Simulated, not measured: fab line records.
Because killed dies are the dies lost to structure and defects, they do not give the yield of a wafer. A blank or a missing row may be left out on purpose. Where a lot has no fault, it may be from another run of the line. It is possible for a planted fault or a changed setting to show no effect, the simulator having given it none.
Chamber matching    flow berkeley_cmos170    UCB170_V2_CMP_02 on cmp-02 has 4 sister chambers
The step polishes SiO2. 14 wafers are shown with their chamber, then 7 later ones without.

== WAFERS WITH THEIR CHAMBER ==
wafer   chamber  motor_current_A (A)  slurry_flow_ml_min
L867.3  0        16.3                 150.2
L867.4  1        14.7                 149.8
L867.5  0        16.1                 150.3
L868.3  2        15.4                 149.8
L868.5  0        17.0                 150.1
L868.6  1        14.4                 150.4
L873.1  2        14.7                 150.8
L873.3  3        17.9                 149.7
L873.6  1        15.1                 151.1
L875.2  3        16.9                 149.5
L875.3  2        15.2                 149.5
L875.6  1        14.1                 150.2
L877.3  3        18.5                 149.9
L877.5  1        14.4                 150.1

SIGNATURES (means of the wafers above)
reading             chamber 0  chamber 1  chamber 2  chamber 3  scatter within a chamber
motor_current_A     16.467     14.540     15.100     17.767     0.508
slurry_flow_ml_min  150.200    150.320    150.033    149.700    0.444
Rule: a wafer lies at a distance from a chamber equal to the root of the sum of squares, over the readings, of (its reading less the chamber's mean, divided by the reading's scatter). If the next closest chamber is less than 2 further off than the closest, the wafer can't be placed; otherwise it belongs to the closest. The scatter: the root of (the sum of the squares of (reading less its chamber's mean) over the shown wafers, divided by (wafers less chambers)).

== WAFERS MISSING THEIR CHAMBER ==
wafer   motor_current_A (A)  slurry_flow_ml_min
L877.6  15.1                 149.8
L885.2  14.0                 149.2
L885.3  17.9                 150.7
L885.5  14.3                 148.9
L890.2  16.0                 149.8
L890.4  15.7                 150.1
L890.6  15.8                 150.0

== WHICH CHAMBER EACH WENT THROUGH ==
wafer   from the rows above           in truth
L877.6  can't be placed: 2 or 1       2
L885.2  can't be placed: 1 or 2       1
L885.3  can't be placed: 3 or 0       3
L885.5  can't be placed: 2 or 1       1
L890.2  can't be placed: 0 or 2 or 1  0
L890.4  can't be placed: 2 or 0 or 1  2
L890.6  can't be placed: 2 or 0 or 1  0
Correctly placed: 0 of 7. Unplaceable from these rows: 7, with the true chamber sitting among the candidates in 7. 0 placed wrongly.
